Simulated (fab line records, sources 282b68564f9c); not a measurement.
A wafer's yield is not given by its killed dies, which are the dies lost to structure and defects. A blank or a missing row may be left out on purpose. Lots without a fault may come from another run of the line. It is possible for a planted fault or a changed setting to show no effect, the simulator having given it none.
fab line records :: flow rit_cmos
record:
  lots: 14
  wafers: 42
  last_day: 7
route steps=202 shown PRETRO@72 M1@202
lots with no fault: from the same line, run without faults
start_h: start of the lot's first displayed wafer, in hours after the record's first day :: wait_h: how many hours have passed since the lot's step before this one :: " identical to the entry in the row above :: L1.1+2: one row covering several wafers at once :: - no value, or no start was given :: * or withheld: withheld :: < > ~ a bound
route shown NAME@n: a module of which the file shows steps, and the number in the route of the first :: usual: average and standard deviation across the fault-free wafers :: same: alike in all rows :: chamber/n: place in a boat :: sites: the reading at each site :: _std_site: standard deviation of those values :: _edge_site: inner sites' mean taken away from outer sites' mean :: radius_mm: how far each site lies from the wafer's centre :: mask NAME#n: copy n :: behind: the most recent tool/chamber to have shaped the wafer :: hold: why the lot was held/for how many hours/how that ended :: device: whichever transistor did not switch (one of n, p or np) :: end of line: tests of these same wafers at the route's end :: where a step has no rows: the recipe by itself :: killed: dies that structure and defects cost at the first sort, which is not the same as the wafer's yield :: map: the dies of a wafer, with x for killed, . for not killed, _ for no die there
set.NAME: the setting that was run; set.NAME@STEP: the one run at that earlier step :: model.NAME: the simulator's own value behind a step, which no gauge read
one table for each step of the route and one row for each wafer, over a sample of lots
services: a tool's chamber out of use, with start hour (start_h, from the record's first day; less than 0 if before it), hours out, and reason
== steps ==
step: RIT_PRETRO_IMPLANT_08
recipe:
  species: B
  energy_kev: 45
  dose_cm2: 1.2e+13
  tilt_deg: 7
usual:
  beam_energy_keV: 45.001/0.015
lot.wafer: L127.1
tool: implanter-04
chamber: 0
start_h: 34.46
wait_h: 0.2
beam_energy_keV: 45.020

lot.wafer: L127.4
tool: implanter-04
chamber: 0
start_h: 34.46
wait_h: 0.2
beam_energy_keV: 45.033

lot.wafer: L127.5
tool: implanter-04
chamber: 0
start_h: 34.46
wait_h: 0.2
beam_energy_keV: 45.014

lot.wafer: L128.1
tool: implanter-03
chamber: 0
start_h: 42.18
wait_h: 0.2
beam_energy_keV: 44.987

lot.wafer: L128.2
tool: implanter-03
chamber: 0
start_h: 42.18
wait_h: 0.2
beam_energy_keV: 45.002

lot.wafer: L128.4
tool: implanter-03
chamber: 0
start_h: 42.18
wait_h: 0.2
beam_energy_keV: 44.977

lot.wafer: L129.1
tool: implanter-03
chamber: 0
start_h: 49.18
wait_h: 0.2
beam_energy_keV: 45.006

lot.wafer: L129.2
tool: implanter-03
chamber: 0
start_h: 49.18
wait_h: 0.2
beam_energy_keV: 45.015

lot.wafer: L129.3
tool: implanter-03
chamber: 0
start_h: 49.18
wait_h: 0.2
beam_energy_keV: 44.989

lot.wafer: L130.2
tool: implanter-03
chamber: 0
start_h: 51.94
wait_h: 0.2
beam_energy_keV: 44.989

lot.wafer: L130.3
tool: implanter-03
chamber: 0
start_h: 51.94
wait_h: 0.2
beam_energy_keV: 45.018

lot.wafer: L130.5
tool: implanter-03
chamber: 0
start_h: 51.94
wait_h: 0.2
beam_energy_keV: 44.973

lot.wafer: L132.4
tool: implanter-03
chamber: 0
start_h: 64.02
wait_h: 0.2
beam_energy_keV: 45.023

lot.wafer: L132.5
tool: implanter-03
chamber: 0
start_h: 64.02
wait_h: 0.2
beam_energy_keV: 45.011

lot.wafer: L132.6
tool: implanter-03
chamber: 0
start_h: 64.02
wait_h: 0.2
beam_energy_keV: 45.009

lot.wafer: L133.1
tool: implanter-02
chamber: 0
start_h: 66.73
wait_h: 0.2
beam_energy_keV: 44.987

lot.wafer: L133.4
tool: implanter-02
chamber: 0
start_h: 66.73
wait_h: 0.2
beam_energy_keV: 44.996

lot.wafer: L133.6
tool: implanter-02
chamber: 0
start_h: 66.73
wait_h: 0.2
beam_energy_keV: 44.989

lot.wafer: L134.3
tool: implanter-02
chamber: 0
start_h: 72.84
wait_h: 0.2
beam_energy_keV: 45.008

lot.wafer: L134.5
tool: implanter-02
chamber: 0
start_h: 72.84
wait_h: 0.2
beam_energy_keV: 44.999

lot.wafer: L134.6
tool: implanter-02
chamber: 0
start_h: 72.84
wait_h: 0.2
beam_energy_keV: 44.997

lot.wafer: L137.1
tool: implanter-04
chamber: 0
start_h: 88.19
wait_h: 0.2
beam_energy_keV: 45.003

lot.wafer: L137.2
tool: implanter-04
chamber: 0
start_h: 88.19
wait_h: 0.2
beam_energy_keV: 45.022

lot.wafer: L137.5
tool: implanter-04
chamber: 0
start_h: 88.19
wait_h: 0.2
beam_energy_keV: 45.012

lot.wafer: L138.1
tool: implanter-02
chamber: 0
start_h: 90.68
wait_h: 0.2
beam_energy_keV: 44.960

lot.wafer: L138.4
tool: implanter-02
chamber: 0
start_h: 90.68
wait_h: 0.2
beam_energy_keV: 44.976

lot.wafer: L138.6
tool: implanter-02
chamber: 0
start_h: 90.68
wait_h: 0.2
beam_energy_keV: 44.996

lot.wafer: L140.3
tool: implanter-04
chamber: 0
start_h: 100.39
wait_h: 0.2
beam_energy_keV: 45.024

lot.wafer: L140.5
tool: implanter-04
chamber: 0
start_h: 100.39
wait_h: 0.2
beam_energy_keV: 45.025

lot.wafer: L140.6
tool: implanter-04
chamber: 0
start_h: 100.39
wait_h: 0.2
beam_energy_keV: 44.999

lot.wafer: L145.1
tool: implanter-03
chamber: 0
start_h: 123.80
wait_h: 0.2
beam_energy_keV: 44.984

lot.wafer: L145.2
tool: implanter-03
chamber: 0
start_h: 123.80
wait_h: 0.2
beam_energy_keV: 44.984

lot.wafer: L145.5
tool: implanter-03
chamber: 0
start_h: 123.80
wait_h: 0.2
beam_energy_keV: 44.985

lot.wafer: L146.1
tool: implanter-04
chamber: 0
start_h: 127.61
wait_h: 0.2
beam_energy_keV: 60.759

lot.wafer: L146.4
tool: implanter-04
chamber: 0
start_h: 127.61
wait_h: 0.2
beam_energy_keV: 60.730

lot.wafer: L146.5
tool: implanter-04
chamber: 0
start_h: 127.61
wait_h: 0.2
beam_energy_keV: 60.755

lot.wafer: L147.3
tool: implanter-04
chamber: 0
start_h: 134.76
wait_h: 0.2
beam_energy_keV: 60.756

lot.wafer: L147.4
tool: implanter-04
chamber: 0
start_h: 134.76
wait_h: 0.2
beam_energy_keV: 60.745

lot.wafer: L147.6
tool: implanter-04
chamber: 0
start_h: 134.76
wait_h: 0.2
beam_energy_keV: 60.745

lot.wafer: L149.3
tool: implanter-02
chamber: 0
start_h: 144.75
wait_h: 0.2
beam_energy_keV: 45.022

lot.wafer: L149.4
tool: implanter-02
chamber: 0
start_h: 144.75
wait_h: 0.2
beam_energy_keV: 45.022

lot.wafer: L149.6
tool: implanter-02
chamber: 0
start_h: 144.75
wait_h: 0.2
beam_energy_keV: 45.043
step: RIT_PRETRO_TW_MEAS_10
usual:
  PRETRO_TW: 481.3/2.7
lot.wafer: L127.1
tool: film_metro-04
chamber: -
start_h: 34.78
wait_h: 0.1
PRETRO_TW: 478.6

lot.wafer: L127.4
tool: film_metro-04
chamber: -
start_h: 34.78
wait_h: 0.1
PRETRO_TW: 481.3

lot.wafer: L127.5
tool: film_metro-04
chamber: -
start_h: 34.78
wait_h: 0.1
PRETRO_TW: 479.3

lot.wafer: L128.1
tool: film_metro-04
chamber: -
start_h: 42.51
wait_h: 0.1
PRETRO_TW: 482.3

lot.wafer: L128.2
tool: film_metro-04
chamber: -
start_h: 42.51
wait_h: 0.1
PRETRO_TW: 483.1

lot.wafer: L128.4
tool: film_metro-04
chamber: -
start_h: 42.51
wait_h: 0.1
PRETRO_TW: 481.0

lot.wafer: L129.1
tool: film_metro-04
chamber: -
start_h: 49.51
wait_h: 0.1
PRETRO_TW: 483.5

lot.wafer: L129.2
tool: film_metro-04
chamber: -
start_h: 49.51
wait_h: 0.1
PRETRO_TW: 482.9

lot.wafer: L129.3
tool: film_metro-04
chamber: -
start_h: 49.51
wait_h: 0.1
PRETRO_TW: 483.0

lot.wafer: L130.2
tool: film_metro-04
chamber: -
start_h: 52.25
wait_h: 0.1
PRETRO_TW: 482.6

lot.wafer: L130.3
tool: film_metro-04
chamber: -
start_h: 52.25
wait_h: 0.1
PRETRO_TW: 481.2

lot.wafer: L130.5
tool: film_metro-04
chamber: -
start_h: 52.25
wait_h: 0.1
PRETRO_TW: 483.0

lot.wafer: L132.4
tool: film_metro-04
chamber: -
start_h: 64.30
wait_h: 0.1
PRETRO_TW: 482.8

lot.wafer: L132.5
tool: film_metro-04
chamber: -
start_h: 64.30
wait_h: 0.1
PRETRO_TW: 482.8

lot.wafer: L132.6
tool: film_metro-04
chamber: -
start_h: 64.30
wait_h: 0.1
PRETRO_TW: 482.1

lot.wafer: L133.1
tool: film_metro-01
chamber: -
start_h: 67.06
wait_h: 0.1
PRETRO_TW: 476.3

lot.wafer: L133.4
tool: film_metro-01
chamber: -
start_h: 67.06
wait_h: 0.1
PRETRO_TW: 477.7

lot.wafer: L133.6
tool: film_metro-01
chamber: -
start_h: 67.06
wait_h: 0.1
PRETRO_TW: 474.2

lot.wafer: L134.3
tool: film_metro-01
chamber: -
start_h: 73.13
wait_h: 0.1
PRETRO_TW: 482.8

lot.wafer: L134.5
tool: film_metro-01
chamber: -
start_h: 73.13
wait_h: 0.1
PRETRO_TW: 480.2

lot.wafer: L134.6
tool: film_metro-01
chamber: -
start_h: 73.13
wait_h: 0.1
PRETRO_TW: 483.0

lot.wafer: L137.1
tool: film_metro-04
chamber: -
start_h: 88.52
wait_h: 0.1
PRETRO_TW: 485.9

lot.wafer: L137.2
tool: film_metro-04
chamber: -
start_h: 88.52
wait_h: 0.1
PRETRO_TW: 482.9

lot.wafer: L137.5
tool: film_metro-04
chamber: -
start_h: 88.52
wait_h: 0.1
PRETRO_TW: 481.1

lot.wafer: L138.1
tool: film_metro-04
chamber: -
start_h: 91.00
wait_h: 0.1
PRETRO_TW: 485.1

lot.wafer: L138.4
tool: film_metro-04
chamber: -
start_h: 91.00
wait_h: 0.1
PRETRO_TW: 483.2

lot.wafer: L138.6
tool: film_metro-04
chamber: -
start_h: 91.00
wait_h: 0.1
PRETRO_TW: 482.6

lot.wafer: L140.3
tool: film_metro-04
chamber: -
start_h: 100.69
wait_h: 0.1
PRETRO_TW: 479.0

lot.wafer: L140.5
tool: film_metro-04
chamber: -
start_h: 100.69
wait_h: 0.1
PRETRO_TW: 483.2

lot.wafer: L140.6
tool: film_metro-04
chamber: -
start_h: 100.69
wait_h: 0.1
PRETRO_TW: 482.4

lot.wafer: L145.1
tool: film_metro-04
chamber: -
start_h: 124.12
wait_h: 0.1
PRETRO_TW: 480.8

lot.wafer: L145.2
tool: film_metro-04
chamber: -
start_h: 124.12
wait_h: 0.1
PRETRO_TW: 479.5

lot.wafer: L145.5
tool: film_metro-04
chamber: -
start_h: 124.12
wait_h: 0.1
PRETRO_TW: 482.3

lot.wafer: L146.1
tool: film_metro-04
chamber: -
start_h: 127.93
wait_h: 0.1
PRETRO_TW: 502.9

lot.wafer: L146.4
tool: film_metro-04
chamber: -
start_h: 127.93
wait_h: 0.1
PRETRO_TW: 503.7

lot.wafer: L146.5
tool: film_metro-04
chamber: -
start_h: 127.93
wait_h: 0.1
PRETRO_TW: 506.7

lot.wafer: L147.3
tool: film_metro-04
chamber: -
start_h: 135.05
wait_h: 0.1
PRETRO_TW: 502.3

lot.wafer: L147.4
tool: film_metro-04
chamber: -
start_h: 135.05
wait_h: 0.1
PRETRO_TW: 504.8

lot.wafer: L147.6
tool: film_metro-04
chamber: -
start_h: 135.05
wait_h: 0.1
PRETRO_TW: 505.0

lot.wafer: L149.3
tool: film_metro-04
chamber: -
start_h: 145.05
wait_h: 0.1
PRETRO_TW: 478.3

lot.wafer: L149.4
tool: film_metro-04
chamber: -
start_h: 145.05
wait_h: 0.1
PRETRO_TW: 478.3

lot.wafer: L149.6
tool: film_metro-04
chamber: -
start_h: 145.05
wait_h: 0.1
PRETRO_TW: 478.3
step: RIT_M1_PROBE_99
usual:
  killed_at_contacts: 0.0/0.23
  killed_at_front_end: 7/3.1
  killed_dies: 7/3.1
  killed_open: 3.3/2
  killed_short: 3.5/1.9
same:
  gross_dies: 264
  killed_at_M0_to_M3: 0
  killed_at_M4_up: 0
  killed_at_back_side: 0
  killed_at_other: 0
lot.wafer: L137.1
tool: prober-02
chamber: -
start_h: 113.71
wait_h: 0.1
killed_at_contacts: 0
killed_at_front_end: 6
killed_dies: 6
killed_open: 2
killed_short: 2

lot.wafer: L137.2
tool: prober-02
chamber: -
start_h: 113.76
wait_h: 0.1
killed_at_contacts: 0
killed_at_front_end: 5
killed_dies: 5
killed_open: 2
killed_short: 3

lot.wafer: L137.5
tool: prober-02
chamber: -
start_h: 113.91
wait_h: 0.2
killed_at_contacts: 0
killed_at_front_end: 5
killed_dies: 5
killed_open: 3
killed_short: 2
killed by level:class
L137.1 GATE:geometric_particle:short=1 GATE:geometric_particle:open=1 SPACER:geometric_particle:short=1 SPACER:geometric_particle:open=1 PWELL:coat_microbubble_printed=1 NRETRO:coat_microbubble_printed=1
L137.2 GATE:geometric_particle:open=2 FOX1:geometric_particle:short=1 REOX:geometric_particle:short=1 SILICIDE:geometric_particle:short=1
L137.5 GATE:geometric_particle:open=2 GATE:geometric_particle:short=2 REOX:geometric_particle:open=1
== services ==
tool: implanter-04
chamber: -
start_h: 53.26
hours: 6.6
kind: repair

tool: implanter-03
chamber: -
start_h: 56.98
hours: 3.0
kind: pm

tool: implanter-04
chamber: -
start_h: 59.89
hours: 2.8
kind: pm

tool: implanter-02
chamber: -
start_h: 63.11
hours: 2.1
kind: repair

tool: implanter-02
chamber: -
start_h: 69.34
hours: 3.1
kind: repair

tool: implanter-03
chamber: -
start_h: 89.18
hours: 1.5
kind: repair

tool: implanter-02
chamber: -
start_h: 96.11
hours: 2.3
kind: repair

tool: implanter-03
chamber: -
start_h: 142.11
hours: 2.8
kind: repair
== key ==
first_sign:
  step: RIT_PRETRO_IMPLANT_08
  reading: beam_energy_keV
  direction: up
  sigmas: 99+
  usual: 45.001
  struck: 60.748
effect:
  step: RIT_PRETRO_TW_MEAS_10
  reading: PRETRO_TW
  direction: up
  sigmas: 8.6
  usual: 481.3
  struck: 504.2
met_at RIT_PRETRO_IMPLANT_08
struck_lots L146,L147
tester_left_out L146,L147
onset_between 100.39 127.61
fault:
  kind: process_parameter_drift
  tool: implanter-04
  chamber: -
  onset_h: 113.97
  steps: RIT_PRETRO_IMPLANT_08
  channel: energy_kev
  offset: 15.75
  shape: step
  end_h: 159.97
  acts_in: these_recipes_only
  stated: 45
tester_left_out: of these lots the tester's yield and bins aren't shown, on N5 and GAA mostly nor the transistor test; their killed dies are dies lost to structure and defects alone, not to doping, threshold or leakage, so they don't give the yield
